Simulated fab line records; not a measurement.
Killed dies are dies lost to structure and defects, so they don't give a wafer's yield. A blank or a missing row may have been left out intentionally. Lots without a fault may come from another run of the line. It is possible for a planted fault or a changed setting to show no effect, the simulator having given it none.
A struck lot beside a sound one | flow rit cmos | 30 steps out of a route of 202
Sound: the wafers L638.1, L638.4, L638.6. Wafers struck: L634.2, L634.4, L634.5. At the end, the cause is stated.
Per side, at each step with rows, come the tool, then ch with its chambers, and then its first start. Under that, the readings that differ: sound wafers | struck wafers | difference of the means | sigmas: that difference in standard deviations of wafers without a fault.
alike: readings with means less than 2 such deviations apart, plus words and numbers identical on both sides. not compared: withheld readings, readings lacking a value on some wafer, bounds such as >300 that could conceal the same value, and numbers that have no deviation in the record and whose values overlap.
A row with sigmas, a row that says differs or no value, or rows on one side alone: a step with any of these is where the two part. Numbers that have no deviation but don't overlap get no sigmas and don't part them. A reading that every wafer of one side lacks parts them only if that side has two wafers or more.

first, 6 steps without rows for these wafers: RIT_SDANNEAL_RTA_03 (time 5 s); RIT_SILICIDE_WET_ETCH_00 (etches SiO2 in BOE, target depth 14 nm, time 15 s); RIT_SILICIDE_SPUTTER_01 (material Ti, target thk 30 nm, time 240 s); RIT_SILICIDE_RTA_04 (time 10 s, ramp up 5 s, ramp down 5 s); RIT_SILICIDE_WET_ETCH_05 (etches Ti in SPM, time 120 s); RIT_SILICIDE_RTA_06 (time 10 s, ramp up 5 s, ramp down 10 s).
RIT_CONTACT_CVD_00: deposits SiO2 from TEOS, target thk 400 nm, time 61 s.
  sound on pecvd-01 ch 1,2, day 7 15:32; struck on pecvd-02 ch 1,2, day 7 00:36
  reading                                  | sound             | struck            | difference | sigmas
  model.SiO2_of_CONTACT_CVD_00.thk nm (nm) | 400.9 408.1 409.7 | 253.1 254.6 253.4 | -152.5     |
  alike: heater power w
RIT_CONTACT_THK_MEAS_01:
  sound on film metro-03 at day 7 15:37; struck on film metro-03 at day 7 00:41
  reading               | sound       | struck      | difference | sigmas
  CONTACT_TEOS_THK (nm) | 401 408 410 | 253 255 253 | -153       | -31
then, 7 steps without rows for these wafers: RIT_CONTACT_HMDS_02 (prime time 60 s); RIT_CONTACT_COAT_03 (resist thk 1000 nm); RIT_CONTACT_SOFTBAKE_04 (time 60 s); RIT_CONTACT_EXPOSE_05 (exposes mask M11, target cd 1000 nm); RIT_CONTACT_PEB_06; RIT_CONTACT_DEVELOP_07 (develop time 120 s); RIT_CONTACT_HARDBAKE_10 (time 60 s).
RIT_CONTACT_ETCH_11: etches SiO2 in CHF3/CF4/Ar, stops on TiSi2, target depth 480 nm, time 320 s.
  sound on rie diel-04 ch 1,2, day 7 17:19; struck on rie diel-03 ch 0,2,3, day 7 02:01
  reading                             | sound             | struck            | difference | sigmas
  model.etch.depth nm (nm)            | 400.9 408.1 409.7 | 253.1 254.6 253.4 | -152.5     |
  model.CONTACT.feature depth nm (nm) | 400.9 408.1 409.7 | 253.1 254.6 253.4 | -152.5     |
  alike: drypump motor current A, oes product au, throttle valve pct
  not compared: rf hours counter h
then, 11 steps without rows for these wafers: RIT_CONTACT_STRIP_12 (strips in O2, time 175.2 s); RIT_CONTACT_CLEAN_13 (cleans in SC1, time 600 s); RIT_CONTACT_CLEAN_14 (cleans in SC2, time 600 s); RIT_M1_SPUTTER_00 (material Al, target thk 400 nm, time 500 s); RIT_M1_HMDS_03 (prime time 60 s); RIT_M1_COAT_04 (resist thk 1300 nm); RIT_M1_SOFTBAKE_05 (time 60 s); RIT_M1_EXPOSE_06 (exposes mask M12, target cd 2600 nm); RIT_M1_PEB_07; RIT_M1_DEVELOP_08 (develop time 68 s); RIT_M1_HARDBAKE_11 (time 120 s).
RIT_M1_METAL_ETCH_12: etches Al in Cl2/BCl3, stops on SiO2, time 165 s, target depth 600 nm.
  sound on rie metal-03 ch 0,1, day 7 20:35; struck on rie metal-03 ch 0,1, day 7 04:53
  reading                                  | sound             | struck            | difference | sigmas
  model.SiO2_of_CONTACT_CVD_00.thk nm (nm) | 365.2 372.1 373.9 | 217.1 218.6 217.5 | -152.7     |
  alike: drypump motor current A, oes product au, throttle valve pct
  not compared: rf hours counter h
then, 1 step without rows for these wafers: RIT_M1_STRIP_13 (strips in nmp, time 600 s).
RIT_M1_PROBE_99:
  sound on prober-02 at day 8 00:06; struck on prober-01 at day 7 07:12
  reading                                                 | sound                | struck               | difference | sigmas
  model.etest.field p metal.vt v (V)                      | -28.79 -29.95 -29.92 | -21.53 -21.74 -21.64 | +7.92      |
  model.etest.nmos_0p15.junction log10 a um               | -13.48 -13.63 -13.54 | -12.03 -12.12 -12.24 | +1.42      |
  model.etest.nmos narrow.off log10 a um                  | -12.94 -13.09 -12.96 | -12 -12.08 -12.17    | +1         |
  model.etest.gate end array.leak log10 a um              | -12.36 -12.73 -12.77 | -11.81 -11.8 -11.96  | +0.76      |
  model.etest.nmos_0p3.off log10 a um                     | -12.65 -12.88 -12.84 | -12 -12.06 -12.18    | +1         |
  model.etest.contact diode array.leak log10 a (angstrom) | -9.462 -9.521 -9.381 | -8.705 -8.691 -8.795 | +0.724     |
  model.etest.pmos_0p15.junction log10 a um               | -13.8 -13.8 -13.9    | -12.99 -13.04 -13.14 | +0.78      |
  model.etest.antenna contact.gate log10 a cm2            | -5.004 -5.374 -5.011 | -4.768 -4.434 -4.953 | +0.411     |
  alike: killed at contacts, killed at front end, killed dies, killed open, killed short

## WHERE THEY PART
RIT_CONTACT_THK_MEAS_01 only, going by this record. Later steps at which nothing parts them and some readings are alike: RIT_CONTACT_ETCH_11, RIT_M1_METAL_ETCH_12, RIT_M1_PROBE_99.

WHY: what the simulator had put in
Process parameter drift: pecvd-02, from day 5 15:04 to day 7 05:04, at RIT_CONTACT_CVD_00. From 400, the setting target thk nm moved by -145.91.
